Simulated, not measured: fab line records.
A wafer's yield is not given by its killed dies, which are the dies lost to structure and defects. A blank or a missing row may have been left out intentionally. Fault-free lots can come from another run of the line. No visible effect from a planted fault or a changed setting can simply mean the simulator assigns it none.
Split-lot trial + flow rit_cmos + 5 lots, 23 wafers read, on a route of 202 steps

== THE SPLIT ITSELF ==
At RIT_GATE_OXIDATION_05 (target thk 3 nm, ox time 270 s), the setting temp_c was moved away from the recipe's 900 C on 15 of the 23 wafers read, by -0.9% to +2.9%. For the rest of the wafers, this setting stayed at what the recipe calls for.

== FROM THE SPLIT ON TO THE READING: in between, the file shows 1 step ==
- RIT_GATE_ANNEAL_06: time 600 s

== THE READING ==
At RIT_GATE_THK_MEAS_07: GATE_OXIDE_THK, given in nm. Typical for fault-free wafers on this fab line: 2.98 nm, with standard deviation 0.068 nm.

| wafer  | tool, chamber at the split | temp_c as run, C | against the recipe | GATE_OXIDE_THK, nm | against lot-mates on the recipe |
|--------|----------------------------|------------------|--------------------|--------------------|---------------------------------|
| L078.1 | -, -                       | 892.2            | -0.9%              | 2.69               | no lot-mate on the recipe       |
| L078.2 | -, -                       | 892.2            | -0.9%              | 2.62               | no lot-mate on the recipe       |
| L078.3 | -, -                       | 892.2            | -0.9%              | 2.62               | no lot-mate on the recipe       |
| L078.4 | -, -                       | 892.2            | -0.9%              | 2.68               | no lot-mate on the recipe       |
| L078.5 | -, -                       | 892.2            | -0.9%              | 2.73               | no lot-mate on the recipe       |
| L079.1 | -, -                       | 909              | +1.0%              | 3.42               | no lot-mate on the recipe       |
| L079.2 | -, -                       | 909              | +1.0%              | 3.46               | no lot-mate on the recipe       |
| L079.3 | -, -                       | 909              | +1.0%              | 3.50               | no lot-mate on the recipe       |
| L079.4 | -, -                       | 909              | +1.0%              | 3.43               | no lot-mate on the recipe       |
| L079.5 | -, -                       | 909              | +1.0%              | 3.44               | no lot-mate on the recipe       |
| L080.1 | -, -                       | 900              | recipe             | 3.10               | -                               |
| L080.3 | -, -                       | 900              | recipe             | 3.05               | -                               |
| L080.4 | -, -                       | 900              | recipe             | 3.01               | -                               |
| L080.5 | -, -                       | 900              | recipe             | 2.97               | -                               |
| L080.6 | -, -                       | 900              | recipe             | 3.01               | -                               |
| L083.1 | -, -                       | 926.4            | +2.9%              | 4.00               | no lot-mate on the recipe       |
| L083.2 | -, -                       | 926.4            | +2.9%              | 4.03               | no lot-mate on the recipe       |
| L083.3 | -, -                       | 926.4            | +2.9%              | 3.98               | no lot-mate on the recipe       |
| L083.4 | -, -                       | 926.4            | +2.9%              | 4.02               | no lot-mate on the recipe       |
| L083.5 | -, -                       | 926.4            | +2.9%              | 4.06               | no lot-mate on the recipe       |
| L085.1 | furnace-04, 0              | 900              | recipe             | 2.99               | -                               |
| L085.5 | furnace-04, 0              | 900              | recipe             | 3.00               | -                               |
| L085.6 | furnace-04, 0              | 900              | recipe             | 3.03               | -                               |

FIT RESULTS
A straight line over all 23 wafers: GATE_OXIDE_THK changes by +0.354 nm for each +1% of temp_c; r = +0.99; the points scatter about the line by 0.06 nm.
Too few moved wafers have a lot-mate on the recipe to fit a line with each lot's own level taken away.

== THE WHOLE CHAIN: every reading that the file lists as answering this split, in the file's order ==
| step                  | what it does                   | reading                                                                           | change (the file's fit)               | r (the file's) |
|-----------------------|--------------------------------|-----------------------------------------------------------------------------------|---------------------------------------|----------------|
| RIT_GATE_OXIDATION_05 | target thk 3 nm, ox time 270 s | SiO2_of_GATE_OXIDATION_05.thk_nm (the simulator's own value, which no gauge read) | +0.351 nm for each +1% of the setting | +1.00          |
| RIT_GATE_THK_MEAS_07  |                                | GATE_OXIDE_THK                                                                    | +0.355 for each +1% of the setting    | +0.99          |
| RIT_M1_PROBE_99       |                                | etest.pmos_0p3.r_on_ohm_um (the simulator's own value, which no gauge read)       | +660 for each +1% of the setting      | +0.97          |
| RIT_M1_PROBE_99       |                                | etest.nmos_0p3.r_on_ohm_um (the simulator's own value, which no gauge read)       | +196 for each +1% of the setting      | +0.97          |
| RIT_M1_PROBE_99       |                                | etest.nmos_0p3.drive_ua_um (the simulator's own value, which no gauge read)       | -30.8 for each +1% of the setting     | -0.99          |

== THE FILE'S OWN FIT ==
GATE_OXIDE_THK changes by +0.355 nm for each +1% of temp_c, r = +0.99.
